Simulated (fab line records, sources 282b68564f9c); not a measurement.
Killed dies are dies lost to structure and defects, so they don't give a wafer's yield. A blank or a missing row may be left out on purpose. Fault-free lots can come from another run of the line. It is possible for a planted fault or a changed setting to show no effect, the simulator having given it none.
fab line records | flow ritCmos
record: lots: 4 | wafers: 12 | lastDay: 6
route steps=202 shown SDANNEAL@156 SILICIDE@161 CONTACT@168 M1@184
lots that met no fault: taken from a fault-free run of the same line
startH: hours from the record's opening day to when the first of the lot's shown wafers began | waitH: time in hours since the lot's previous step | " the same as in the row above | L1.1+2: a single row standing in for several wafers | - no value, or no start given | * or withheld: withheld | < > ~ a bound
route shown NAME@n: NAME is a module with steps in the file, n the number in the route of the first one | usual: the fault-free wafers' mean and standard deviation | same: alike in all rows | chamber/n: place in a boat | sites: the reading at each site | _std_site: the values' standard deviation | _edge_site: outer sites' mean less inner sites' | radiusMm: how far each site lies from the wafer's centre | mask NAME#n: copy n | behind: the most recent tool/chamber to have shaped the wafer | hold: cause of the lot's hold/its duration in hours/its outcome | device: whichever transistor did not switch (one of n, p or np) | end of line: at the end of the route, the tests of the same wafers | a step without rows: its recipe alone | killed: dies that structure and defects cost at the first sort, which is not the same as the wafer's yield | map: per-die view of a wafer (x killed, . not killed, _ where there is no die)
set.NAME: setting as actually run; set.NAME@STEP: the setting as run at that earlier step | model.NAME: the simulator's own value behind a step, which no gauge read
lots at selected steps of the route; one table per step, one row per wafer
services: a tool's chamber out of use, with start hour (startH, from the record's first day; less than 0 if before it), hours out, and reason
== steps ==
step: RIT_SDANNEAL_RTA_03
recipe: tempC: 1050 | timeS: 5 | idleTempC: 600 | rampUpCPerS: 342 | rampDownCPerS: 171 | coolToC: 600 | ambient: N2
step: RIT_SILICIDE_WET_ETCH_00
recipe: chemistry: BOE | target: SiO2 | targetDepthNm: 14 | timeS: 15.32 | dry: n2Spin | dilution: 10:1 | tempC: 21.5
step: RIT_SILICIDE_SPUTTER_01
recipe: material: Ti | targetThkNm: 30 | powerW: 350 | chamberPressurePa: 0.667 | gas: Ar | timeS: 240 | substrateTempC: 25
step: RIT_SILICIDE_RTA_04
recipe: tempC: 650 | timeS: 10 | idleTempC: 25 | rampUpS: 5 | rampDownS: 5 | coolToC: 25 | ambient: N2
step: RIT_SILICIDE_WET_ETCH_05
recipe: chemistry: SPM | target: Ti | tempC: 90 | timeS: 120 | dry: n2Spin
step: RIT_SILICIDE_RTA_06
recipe: tempC: 750 | timeS: 10 | idleTempC: 25 | rampUpS: 5 | rampDownS: 10 | coolToC: 25 | ambient: N2
step: RIT_CONTACT_CVD_00
recipe: material: SiO2 | targetThkNm: 400 | precursor: TEOS | tempC: 390 | timeS: 61 | rfW: 400
usual: heaterPowerW: 296/43 | rfFwdPowerW: 396.3/1.5
same: timeS: 61
lot.wafer | tool     | chamber | startH | waitH | heaterPowerW | rfFwdPowerW | model.SiO2_of_CONTACT_CVD_00.thkNm
L847.1    | pecvd-04 | 1       | 50.70  | 0.1   | 272          | 393.4       | 399
L847.5    | "        | 2       | "      | "     | 305          | 397.2       | 409.3
L847.6    | "        | 1       | "      | "     | 303          | 396.5       | 403.5
L853.1    | pecvd-04 | 2       | 81.75  | 0.1   | 242          | 557.1       | 435.4
L853.4    | "        | 0       | "      | "     | 253          | 557.1       | 443.5
L853.5    | "        | 1       | "      | "     | 253          | 553.3       | 441.7
L856.1    | pecvd-04 | 2       | 94.76  | 0.1   | 187          | 556.0       | 433.7
L856.3    | "        | 0       | "      | "     | 278          | 558.3       | 435.2
L856.5    | "        | 1       | "      | "     | 203          | 552.6       | 436.9
L863.1    | pecvd-03 | 2       | 133.46 | 0.1   | 254          | 396.0       | 399.1
L863.2    | "        | 0       | "      | "     | 245          | 396.2       | 387.6
L863.5    | "        | 2       | "      | "     | 262          | 395.2       | 404.4
step: RIT_CONTACT_THK_MEAS_01
recipe: reads: SiO2_of_CONTACT_CVD_00
usual: CONTACT_TEOS_THK: 399/5.4
lot.wafer | tool         | chamber | startH | waitH | CONTACT_TEOS_THK[nm]
L847.1    | filmMetro-03 | -       | 50.77  | 0.1   | 399
L847.5    | "            | -       | "      | "     | 410
L847.6    | "            | -       | "      | "     | 404
L853.1    | filmMetro-01 | -       | 81.80  | 0.0   | 435
L853.4    | "            | -       | "      | "     | 444
L853.5    | "            | -       | "      | "     | 442
L856.1    | filmMetro-04 | -       | 94.81  | 0.0   | 434
L856.3    | "            | -       | "      | "     | 435
L856.5    | "            | -       | "      | "     | 437
L863.1    | filmMetro-01 | -       | 133.51 | 0.0   | 399
L863.2    | "            | -       | "      | "     | 388
L863.5    | "            | -       | "      | "     | 404
step: RIT_CONTACT_HMDS_02
recipe: primeTimeS: 60 | primeTempC: 140
step: RIT_CONTACT_COAT_03
recipe: resist: NOVOLAK | spinRpm: 3250 | resistThkNm: 1000
step: RIT_CONTACT_SOFTBAKE_04
recipe: resist: NOVOLAK | tempC: 90 | timeS: 60
step: RIT_CONTACT_EXPOSE_05
recipe: maskId: M11 | na: 0.6 | sourceShape: conventional | sigmaOuter: 0.5 | targetCdNm: 1000 | doseMj: 250
step: RIT_CONTACT_PEB_06
recipe: resist: NOVOLAK | tempC: withheld | timeS: withheld
step: RIT_CONTACT_DEVELOP_07
recipe: resist: NOVOLAK | developTimeS: 121.9 | devTempC: 23
step: RIT_CONTACT_HARDBAKE_10
recipe: resist: NOVOLAK | tempC: 140 | timeS: 60
step: RIT_CONTACT_ETCH_11
recipe: targetDepthA: 4800 | overEtchFrac: 0.2 | stopOn: TiSi2 | chemistry: CHF3/CF4/Ar | target: SiO2 | CHF3_flow_sccm: 50 | cf4FlowSccm: 10 | Ar_flow_sccm: 100 | O2_flow_sccm: 5 | pressureMtorr: 100 | rfW: 200 | timeS: 320
usual: drypumpMotorCurrentA: 5.8/0.43 | mfcArSccm: 100.0/0.31 | oesProductAu: 1.001/0.012 | throttleValvePct: 8.82/0.12
same: timeS: 320
lot.wafer | tool       | chamber | startH | waitH | drypumpMotorCurrentA | mfcArSccm | oesProductAu | rfHoursCounterH | throttleValvePct | model.etch.depthNm | model.CONTACT.featureDepthNm
L847.1    | rieDiel-01 | 3       | 52.10  | 0.1   | 5.6                  | 100.2     | 0.995        | 148             | 8.87             | 399                | 399
L847.5    | "          | 2       | "      | "     | 6.0                  | 100.1     | 0.987        | -               | 8.89             | 409.3              | 409.3
L847.6    | "          | 1       | "      | "     | 5.6                  | 100.6     | 1.004        | -               | 8.71             | 403.5              | 403.5
L853.1    | rieDiel-03 | 2       | 83.27  | 0.1   | 5.3                  | 100.1     | 1.002        | 112             | 8.69             | 435.4              | 435.4
L853.4    | "          | 1       | "      | "     | 6.0                  | 100.2     | 1.005        | -               | 8.61             | 443.5              | 443.5
L853.5    | "          | 0       | "      | "     | 5.8                  | 99.4      | 1.017        | -               | 8.72             | 441.7              | 441.7
L856.1    | rieDiel-01 | 3       | 96.15  | 0.1   | 5.6                  | 99.8      | 1.004        | 149             | 8.85             | 433.7              | 433.7
L856.3    | "          | 1       | "      | "     | 5.6                  | 100.4     | 1.010        | 154             | 8.69             | 435.2              | 435.2
L856.5    | "          | 3       | "      | "     | 5.6                  | 100.1     | 0.992        | -               | 8.87             | 436.9              | 436.9
L863.1    | rieDiel-04 | 2       | 134.84 | 0.1   | 6.0                  | 99.9      | 1.003        | 132             | 8.97             | 399.1              | 399.1
L863.2    | "          | 1       | "      | "     | 6.1                  | 99.6      | 1.019        | 113             | 8.99             | 387.6              | 387.6
L863.5    | "          | 2       | "      | "     | 6.0                  | 99.9      | 1.012        | -               | 8.97             | 404.4              | 404.4
step: RIT_CONTACT_STRIP_12
recipe: chemistry: O2 | timeS: 180 | resist: NOVOLAK | platenTempC: withheld | powerW: 500 | pressureMtorr: 4000 | o2FlowSccm: 4000
step: RIT_CONTACT_CLEAN_13
recipe: chemistry: SC1 | mix: 3:3:50 | timeS: 600 | tempC: 75
step: RIT_CONTACT_CLEAN_14
recipe: chemistry: SC2 | mix: 3:3:50 | timeS: 600 | tempC: 75 | dry: n2Spin
step: RIT_M1_SPUTTER_00
recipe: material: Al | targetThkNm: 400 | powerW: 2000 | chamberPressurePa: 0.4 | gas: Ar | timeS: 500 | substrateTempC: 25
step: RIT_M1_HMDS_03
recipe: primeTimeS: 60 | primeTempC: 140
step: RIT_M1_COAT_04
recipe: resist: NOVOLAK | spinRpm: 2000 | resistThkNm: 1300
step: RIT_M1_SOFTBAKE_05
recipe: resist: NOVOLAK | tempC: 90 | timeS: 60
step: RIT_M1_EXPOSE_06
recipe: maskId: M12 | na: 0.6 | sourceShape: conventional | sigmaOuter: 0.5 | targetCdNm: 2600 | doseMj: 250
step: RIT_M1_PEB_07
recipe: resist: NOVOLAK | tempC: withheld | timeS: withheld
step: RIT_M1_DEVELOP_08
recipe: resist: NOVOLAK | developTimeS: 68 | devTempC: 23.58
step: RIT_M1_HARDBAKE_11
recipe: resist: NOVOLAK | tempC: 140 | timeS: 120
step: RIT_M1_METAL_ETCH_12
recipe: stopOn: SiO2 | chemistry: Cl2/BCl3 | target: Al | timeS: 165 | overEtchFrac: 0.5 | pressureMtorr: 100 | targetDepthA: 6000 | rfW: 250 | Cl2_flow_sccm: 60 | bcl3FlowSccm: 50
usual: drypumpMotorCurrentA: 5.6/0.41 | heBacksideLeakSccm: 3.39/0.23 | oesProductAu: 0.772/0.016 | throttleValvePct: 8.42/0.11
same: timeS: 165
lot.wafer | tool        | chamber | startH | waitH | drypumpMotorCurrentA | heBacksideLeakSccm | oesProductAu | rfHoursCounterH | throttleValvePct | model.SiO2_of_CONTACT_CVD_00.thkNm
L847.1    | rieMetal-03 | 0       | 54.70  | 0.2   | 5.5                  | 3.83               | 0.755        | 4.1             | 8.48             | 362.8
L847.5    | "           | 0       | "      | "     | 5.5                  | 3.79               | 0.760        | -               | 8.51             | 373.6
L847.6    | "           | 1       | "      | "     | 5.3                  | 3.60               | 0.760        | -               | 8.37             | 367.3
L853.1    | rieMetal-03 | 0       | 86.00  | 0.2   | 5.4                  | 3.73               | 0.764        | 4.5             | 8.49             | 399.2
L853.4    | "           | 0       | "      | "     | 5.5                  | 3.74               | 0.765        | -               | 8.48             | 407.1
L853.5    | "           | 0       | "      | "     | 5.4                  | 3.84               | 0.771        | -               | 8.49             | 405.5
L856.1    | rieMetal-03 | 0       | 98.75  | 0.2   | 5.4                  | 3.59               | 0.762        | 4.7             | 8.49             | 397.4
L856.3    | "           | 0       | "      | "     | 5.4                  | 3.65               | 0.776        | -               | 8.50             | 398.8
L856.5    | "           | 0       | "      | "     | 5.5                  | 3.60               | 0.764        | -               | 8.50             | 400.5
L863.1    | rieMetal-02 | 1       | 137.68 | 0.2   | 6.1                  | 3.08               | 0.758        | 3.2             | 8.50             | 362.4
L863.2    | "           | 1       | "      | "     | 6.1                  | 3.20               | 0.752        | -               | 8.49             | 350.6
L863.5    | "           | 1       | "      | "     | 6.1                  | 3.22               | 0.755        | -               | 8.46             | 367.5
step: RIT_M1_STRIP_13
recipe: chemistry: nmp | resist: NOVOLAK | tempC: 80 | timeS: 600 | dry: n2Spin
step: RIT_M1_PROBE_99
usual: killedAtContacts: 0.1/0.31 | killedAtFrontEnd: 7/3.3 | killedDies: 7/3.3 | killedOpen: 3.4/2.2 | killedShort: 3.5/2
same: grossDies: 264 | killed_at_M0_to_M3: 0 | killed_at_M4_up: 0 | killedAtBackSide: 0 | killedAtOther: 0
lot.wafer | tool      | chamber | startH | waitH | killedAtContacts | killedAtFrontEnd | killedDies | killedOpen | killedShort | model.etest.fieldPMetal.vtV | model.etest.antennaContact.vtShiftV
L847.1    | prober-02 | -       | 56.96  | 0.1   | 0                | 9                | 9          | 4          | 5           | -28.35                      | -0.01451
L847.5    | prober-02 | -       | 57.16  | 0.2   | 0                | 7                | 7          | 4          | 3           | -28.61                      | -0.008063
L847.6    | prober-02 | -       | 57.21  | 0.2   | 0                | 7                | 7          | 4          | 3           | -28.79                      | -0.01131
L853.1    | prober-01 | -       | 88.25  | 0.1   | 0                | 9                | 9          | 7          | 2           | -30.3                       | -0.005106
L853.4    | prober-01 | -       | 88.40  | 0.2   | 0                | 4                | 4          | 3          | 1           | -30.89                      | -0.005583
L853.5    | prober-01 | -       | 88.45  | 0.2   | 1                | 8                | 9          | 2          | 6           | -30.66                      | -0.005437
L856.1    | prober-02 | -       | 106.56 | 0.1   | 0                | 5                | 5          | 2          | 3           | -31.13                      | -0.00713
L856.3    | prober-02 | -       | 106.66 | 0.2   | 0                | 17               | 17         | 10         | 7           | -30.59                      | -0.004864
L856.5    | prober-02 | -       | 106.76 | 0.2   | 0                | 7                | 7          | 3          | 4           | -30.67                      | -0.01109
L863.1    | prober-01 | -       | 140.10 | 0.1   | 0                | 9                | 9          | 4          | 5           | -29.26                      | -0.01169
L863.2    | prober-01 | -       | 140.15 | 0.1   | 0                | 5                | 5          | 3          | 2           | -29.22                      | -0.019
L863.5    | prober-01 | -       | 140.30 | 0.2   | 0                | 2                | 2          | 0          | 2           | -29.3                       | -0.007316
killed by level:class
L847.1 GATE:geometricParticle:open=3 GATE:geometricParticle:short=2 REOX:geometricParticle:short=2 FOX2:geometricParticle:short=1 REOX:geometricParticle:open=1
L847.5 GATE:geometricParticle:short=2 REOX:geometricParticle:open=2 FOX2:geometricParticle:open=1 SPACER:geometricParticle:short=1 SILICIDE:geometricParticle:open=1
L847.6 REOX:geometricParticle:open=3 GATE:geometricParticle:open=1 REOX:geometricParticle:short=1 SPACER:geometricParticle:short=1 SILICIDE:geometricParticle:short=1
L853.1 FOX2:geometricParticle:open=4 GATE:geometricParticle:open=2 FOX1:geometricParticle:short=1 GATE:geometricParticle:short=1 SPACER:geometricParticle:open=1
L853.4 GATE:geometricParticle:open=2 FOX1:geometricParticle:short=1 FOX1:geometricParticle:open=1
L853.5 FOX1:geometricParticle:short=2 REOX:geometricParticle:short=2 SILICIDE:geometricParticle:short=2 FOX1:geometricParticle:open=1 SILICIDE:geometricParticle:open=1 CONTACT:areaEtch=1
L856.1 REOX:geometricParticle:open=2 GATE:geometricParticle:short=2 FOX2:geometricParticle:short=1
L856.3 REOX:geometricParticle:open=4 GATE:geometricParticle:open=3 GATE:geometricParticle:short=3 FOX1:geometricParticle:open=2 FOX2:geometricParticle:short=2 FOX1:geometricParticle:short=1 FOX2:geometricParticle:open=1 REOX:geometricParticle:short=1
L856.5 GATE:geometricParticle:short=2 GATE:geometricParticle:open=2 FOX1:geometricParticle:short=1 FOX2:geometricParticle:open=1 REOX:geometricParticle:short=1
L863.1 GATE:geometricParticle:short=4 FOX2:geometricParticle:open=1 GATE:geometricParticle:open=1 REOX:geometricParticle:short=1 SPACER:geometricParticle:open=1 SILICIDE:geometricParticle:open=1
L863.2 FOX2:geometricParticle:open=2 FOX2:geometricParticle:short=1 GATE:geometricParticle:short=1 REOX:geometricParticle:open=1
L863.5 GATE:geometricParticle:short=2
== services ==
tool        | chamber | startH | hours | kind
pecvd-04    | 0       | 28.76  | 6.1   | repair
pecvd-03    | -       | 32.28  | 0.8   | repair
pecvd-04    | 0       | 49.00  | 4.4   | repair
rieDiel-03  | 2       | 50.43  | 5.5   | repair
rieDiel-01  | 0       | 53.63  | -     | clean
rieDiel-01  | 0       | 53.63  | 18.6  | scheduledDown
rieDiel-01  | 0       | 53.63  | 18.6  | ventCycle
rieDiel-04  | -       | 59.02  | 0.9   | repair
rieDiel-03  | 1       | 69.09  | 9.3   | repair
rieDiel-03  | 3       | 69.48  | 14.2  | repair
rieDiel-01  | 0       | 89.70  | 8.6   | repair
rieDiel-04  | 0       | 93.81  | 9.9   | repair
rieDiel-04  | 1       | 96.48  | 6.6   | repair
pecvd-03    | 2       | 104.26 | 1.7   | repair
rieDiel-04  | -       | 107.45 | 0.5   | repair
rieMetal-02 | 0       | 109.94 | 4.2   | repair
rieDiel-01  | 1       | 130.41 | -     | clean
rieDiel-01  | 1       | 130.41 | 15.5  | scheduledDown
rieDiel-01  | 1       | 130.41 | 15.5  | ventCycle
rieMetal-02 | 0       | 135.91 | 3.6   | repair
== key ==
firstSign: step: RIT_CONTACT_CVD_00 | reading: rfFwdPowerW | direction: up | sigmas: 99+ | usual: 396.3 | struck: 555.7
effect: step: RIT_CONTACT_THK_MEAS_01 | reading: CONTACT_TEOS_THK | direction: up | sigmas: 7.1 | usual: 399 | struck: 438
modelEffect: step: RIT_CONTACT_CVD_00 | value: SiO2_of_CONTACT_CVD_00.thkNm | without: 395.3 | struck: 437.8
modelEffect: step: RIT_CONTACT_ETCH_11 | value: etch.depthNm | without: 395.3 | struck: 437.8
modelEffect: step: RIT_M1_METAL_ETCH_12 | value: SiO2_of_CONTACT_CVD_00.thkNm | without: 358.9 | struck: 401.4
modelEffect: step: RIT_M1_PROBE_99 | value: etest.fieldPMetal.vtV | without: -28.63 | struck: -30.71
metAt RIT_CONTACT_CVD_00
struckWafers L853.1,L853.4,L853.5,L856.1,L856.3,L856.5
testerLeftOut L853,L856
onsetBetween 50.70 81.75
fault: kind: processParameterDrift | tool: pecvd-04 | chamber: - | onsetH: 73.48 | steps: RIT_CONTACT_CVD_00 | channel: rfW | offset: 160 | shape: step | endH: 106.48 | stated: 400
testerLeftOut: of these lots the tester's yield and bins aren't shown, on N5 and GAA mostly nor the transistor test; their killed dies are dies lost to structure and defects alone, not to doping, threshold or leakage, so they don't give the yield
